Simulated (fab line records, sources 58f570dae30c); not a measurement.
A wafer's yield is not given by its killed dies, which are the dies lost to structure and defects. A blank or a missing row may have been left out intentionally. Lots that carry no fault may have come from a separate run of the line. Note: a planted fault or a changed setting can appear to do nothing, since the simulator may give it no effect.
What tool caused it? | flow berkeley-cmos170 | 42 wafers from 14 lots sampled at 4 of the route's 331 steps

WHAT THE GAUGES READ, wafer by wafer
UCB170_PSD_TW_MEAS_10.
lot  | measured     | on            | PSD_TW
L118 | day 7 20:38  | film-metro-04 | 2354 2352 2343
L119 | day 7 20:52  | film-metro-04 | 2362 2348 2358
L122 | day 8 08:02  | film-metro-02 | 2344 2343 2344
L120 | day 8 08:10  | film-metro-04 | 2320 2312 2306
L124 | day 9 03:29  | film-metro-02 | 2355 2357 2357
L126 | day 9 03:44  | film-metro-02 | 2359 2368 2352
L125 | day 9 04:28  | film-metro-02 | 2363 2373 2363
L129 | day 9 17:30  | film-metro-04 | 2298 2312 2309
L133 | day 10 18:58 | film-metro-03 | 2322 2320 2327
L136 | day 11 01:41 | film-metro-03 | 2318 2321 2323
L134 | day 11 01:56 | film-metro-03 | 2072 2079 2067
L138 | day 11 22:48 | film-metro-03 | 2073 2089 2084
L139 | day 11 23:04 | film-metro-03 | 2310 2310 2314
L141 | day 12 12:31 | film-metro-03 | 2320 2332 2325

UCB170_SDANNEAL_RS_MEAS_02: measures by four-point-probe.
lot  | measured     | on            | PSD_RS (ohm/sq)
L118 | day 8 03:24  | film-metro-02 | 75.63 75.39 75.69
L119 | day 8 02:50  | film-metro-02 | 75.05 75.08 74.85
L122 | day 8 11:32  | film-metro-04 | 75.66 75.69 75.78
L120 | day 8 11:59  | film-metro-04 | 75.17 75.49 75.50
L124 | day 9 10:34  | film-metro-04 | 75.53 75.34 75.63
L126 | day 9 11:05  | film-metro-02 | 75.65 75.49 75.68
L125 | day 9 10:05  | film-metro-02 | 75.63 75.69 75.63
L129 | day 9 20:43  | film-metro-04 | 75.68 75.62 75.51
L133 | day 10 22:44 | film-metro-02 | 76.27 75.99 75.85
L136 | day 11 04:43 | film-metro-03 | 75.97 75.73 75.45
L134 | day 11 05:23 | film-metro-04 | 96.14 96.12 96.51
L138 | day 12 01:30 | film-metro-03 | 96.90 97.00 97.07
L139 | day 12 01:49 | film-metro-04 | 75.74 75.75 75.55
L141 | day 12 15:14 | film-metro-04 | 75.21 75.68 75.42

WHICH TOOL RAN EACH LOT (tool, then ch and the chambers of the sampled wafers, then the start)
lot  | UCB170_PSD_IMPLANT_08           | UCB170_PSD_STRIP_09
L118 | implanter-02 ch 0, day 7 20:23  | plasma-asher-04 ch 0, day 7 20:31
L119 | implanter-01 ch 0, day 7 20:37  | plasma-asher-01 ch 0,1, day 7 20:46
L122 | implanter-02 ch 0, day 8 07:49  | plasma-asher-01 ch 0,1, day 8 07:58
L120 | implanter-01 ch 0, day 8 07:56  | plasma-asher-04 ch 0,1, day 8 08:04
L124 | implanter-01 ch 0, day 9 03:16  | plasma-asher-01 ch 0,1, day 9 03:23
L126 | implanter-02 ch 0, day 9 03:29  | plasma-asher-04 ch 0,1, day 9 03:38
L125 | implanter-01 ch 0, day 9 04:16  | plasma-asher-01 ch 0,1, day 9 04:23
L129 | implanter-01 ch 0, day 9 17:16  | plasma-asher-01 ch 0,1, day 9 17:23
L133 | implanter-04 ch 0, day 10 18:46 | plasma-asher-03 ch 0,1, day 10 18:52
L136 | implanter-04 ch 0, day 11 01:28 | plasma-asher-03 ch 0,1, day 11 01:35
L134 | implanter-01 ch 0, day 11 01:43 | plasma-asher-04 ch 0,1, day 11 01:52
L138 | implanter-01 ch 0, day 11 22:33 | plasma-asher-03 ch 0, day 11 22:42
L139 | implanter-04 ch 0, day 11 22:49 | plasma-asher-04 ch 1, day 11 22:58
L141 | implanter-02 ch 0, day 12 12:17 | plasma-asher-03 ch 0,1, day 12 12:25
- UCB170_PSD_IMPLANT_08
- UCB170_PSD_STRIP_09: strips in O2.

WHAT THE TOOLS THEMSELVES READ (means of the sampled wafers that have a number; where no wafer has one, the mark that the record gives instead)
UCB170_PSD_IMPLANT_08.
lot  | tool         | beam-energy-keV | dose-ions-cm2 | end-station-pressure-torr (Torr) | faraday-current-uA
L118 | implanter-02 | 19.999          | 2.9994e+15    | 1.25e-05                         | 9272
L119 | implanter-01 | 20.005          | 3.0035e+15    | 1.22e-05                         | 9006
L122 | implanter-02 | 19.991          | 3.0037e+15    | 1.28e-05                         | 9185
L120 | implanter-01 | 19.998          | 2.9992e+15    | 1.26e-05                         | 9226
L124 | implanter-01 | 20.004          | 2.9983e+15    | 1.24e-05                         | 9367
L126 | implanter-02 | 19.999          | 3.0011e+15    | 1.24e-05                         | 9234
L125 | implanter-01 | 19.998          | 3.0010e+15    | 1.31e-05                         | 9249
L129 | implanter-01 | 19.995          | 2.9968e+15    | 1.27e-05                         | 9210
L133 | implanter-04 | 20.005          | 2.9995e+15    | 1.28e-05                         | 9511
L136 | implanter-04 | 20.001          | 3.0006e+15    | 1.27e-05                         | 9335
L134 | implanter-01 | 20.000          | 2.1040e+15    | 9.97e-06                         | 6575
L138 | implanter-01 | 20.001          | 2.1020e+15    | 1.05e-05                         | 6423
L139 | implanter-04 | 20.007          | 2.9991e+15    | 1.22e-05                         | 9155
L141 | implanter-02 | 20.003          | 2.9966e+15    | 1.28e-05                         | 9150

UCB170_PSD_STRIP_09.
lot  | tool            | drypump-motor-current-A (A) | oes-product-au (a.u.) | strip-time-to-endpoint-s (s)
L118 | plasma-asher-04 | 5.3                         | 0.601                 | 29.34
L119 | plasma-asher-01 | 5.7                         | 0.599                 | 29.41
L122 | plasma-asher-01 | 5.7                         | 0.600                 | 29.39
L120 | plasma-asher-04 | 5.3                         | 0.600                 | 29.50
L124 | plasma-asher-01 | 5.9                         | 0.597                 | 29.41
L126 | plasma-asher-04 | 5.3                         | 0.599                 | 29.45
L125 | plasma-asher-01 | 5.9                         | 0.600                 | 29.51
L129 | plasma-asher-01 | 5.8                         | 0.599                 | 29.44
L133 | plasma-asher-03 | 5.5                         | 0.601                 | 29.29
L136 | plasma-asher-03 | 5.5                         | 0.601                 | 29.39
L134 | plasma-asher-04 | 5.3                         | 0.654                 | 25.57
L138 | plasma-asher-03 | 5.3                         | 0.651                 | 25.80
L139 | plasma-asher-04 | 5.5                         | 0.604                 | 29.27
L141 | plasma-asher-03 | 5.7                         | 0.603                 | 29.39

THE ANSWER, worked out from the rows above alone
Rule: the usual values come from the lots themselves. Put in order of their means at a reading, lots are off if they are a third of the lots or fewer, leave a main group of 4 or more, and stand apart from it by a gap of 3 or more times the standard deviation of the main group's means; of several such gaps the widest counts. Not used: any main group whose means are identical at the precision the tables above print for the reading. A lot without any number at a reading at which 4 lots or more have one is off too. All remaining lots with rows at the step are treated as sound. After the gauges, taken in route order, come the tools' own readings; for these a lot's mean is taken, as printed above. The first step at which some lot is off is used, and at that step the reading that is off furthest; a lot without a number counts as furthest.
Off: L134, L138, seen at UCB170_PSD_TW_MEAS_10 (PSD_TW). The main group: mean 2336, standard deviation 21.
A tool fits if, at a process step before that reading, it ran every lot that is off, and no sound lot after the first of them. The gauges at UCB170_PSD_TW_MEAS_10 aren't tried: what is off there is off at UCB170_PSD_IMPLANT_08 too, on other tools, and a gauge's error can't cause that. One candidate fits, namely implanter-01 at UCB170_PSD_IMPLANT_08. Its last sound lot is L129 (day 9 17:16), its first lot that is off L134 (day 11 01:43): a fault that began between those two fits.
The tool's own readings at UCB170_PSD_IMPLANT_08 bear it out: on the lots that are off they differ by more than 5 times the standard deviation of the sound lots' means. dose-ions-cm2 reads 2.1030e+15 there against 2.9999e+15 on the sound lots; end-station-pressure-torr reads 1.02e-05 Torr there against 1.26e-05 Torr on the sound lots; faraday-current-uA reads 6499 there against 9242 on the sound lots.

WHAT THE SIMULATOR HAD PUT IN
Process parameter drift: implanter-01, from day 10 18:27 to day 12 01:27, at UCB170_PSD_IMPLANT_08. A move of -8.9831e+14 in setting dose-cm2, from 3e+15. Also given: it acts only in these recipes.
Struck lots among those shown: L134, L138. The rule given above showed the same thing.
